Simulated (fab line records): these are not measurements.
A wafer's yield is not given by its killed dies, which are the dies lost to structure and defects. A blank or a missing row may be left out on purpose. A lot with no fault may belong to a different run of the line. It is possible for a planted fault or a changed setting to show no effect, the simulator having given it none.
8D (eight disciplines) problem report, filled in by code -- flow rit-cmos -- the parts of the form that need people (team, actions taken, sign-off) are left out

## 1. THE ISSUE
At RIT_M1_STRIP_14, run-length-s averages 188.5 s over 3 wafers from 2 lots, while fault-free wafers read 208.3 s, standard deviation 0.41. That puts it -48 standard deviations away from the usual mean.
The step: strips in O2, time 180 s.
First seen on wafer L203.3, day 6 09:08, on plasma-asher-03. The record holds 42 wafers of 14 lots with a number at this step. Rule for "out", or "out of limits": more than 4 standard deviations from the usual mean. The rest of the wafers with a number are treated as sound.

## 2. WHAT IT IS, WHAT IT ISN'T
question,is,is not
which readings at this step,run-length-s,drypump-motor-current-A
which lots,"L203, L206","L188, L189, L191, L192, L193, L195, L196, L197, L199, L208, L209, L211"
which wafers of those lots,"L203.3, L206.2, L206.3","L203.4, L203.6, L206.4"
read on which tools,plasma-asher-03,"plasma-asher-02, plasma-asher-04"
when,from day 6 09:08,"up to then (29 sound wafers); but 10 sound wafers of L206, L208, L209, L211 came after"

## 3. SUSPECTS, AND WHAT RULES EACH OUT
Counting: any tool at a process step up to the reading remains a suspect provided it ran every lot that is out. Sound lots after the first of them don't rule it out here, since some wafers of a struck lot are sound.
- plasma-asher-03 at RIT_PSD_STRIP_09 (strips in O2, time 180 s): kept. It processed each lot that is out (first: L203, day 6 03:02); up to then, its last sound lot is L199 (day 5 09:04).
- plasma-asher-03 at RIT_M1_STRIP_14 (strips in O2, time 180 s): kept. It processed each lot that is out (first: L203, day 6 09:08); up to then, its last sound lot is L197 (day 5 05:25). On those wafers its own readings are out: run-length-s.
- Within plasma-asher-03 at RIT_M1_STRIP_14, the wafers that are out were processed in chamber 0 and their sound lot-mates in chamber 1.
Remaining after the count are plasma-asher-03 at RIT_PSD_STRIP_09 and plasma-asher-03 at RIT_M1_STRIP_14.

## 4. THE CAUSE (what the simulator had put in)
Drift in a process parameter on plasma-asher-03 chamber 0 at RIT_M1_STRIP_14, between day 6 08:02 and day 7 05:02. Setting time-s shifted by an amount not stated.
Counting left 2 suspects, and this tool is among them.

## 5. SEQUENCE OF EFFECTS, ordered by route
Each row: a reading where the mean over the struck wafers with a number is more than 3 standard deviations away from the usual. Scope: only readings with a usual standard deviation given in the record; hours: median across lots of the time from each lot's start at the first step in this table that gives one to its start at this step; sigmas: change in usual standard deviations.
hours,step,reading,usual,on struck wafers,change,sigmas
0,RIT_M1_STRIP_14,run-length-s,208.3 s,188.5,-19.8,-48
Its process steps:
- RIT_M1_STRIP_14: strips in O2, time 180 s.

## 6. WHAT WOULD HAVE CAUGHT IT SOONER
In this record the first reading out of limits was taken at day 6 09:08, 1 hour after the fault began at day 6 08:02.
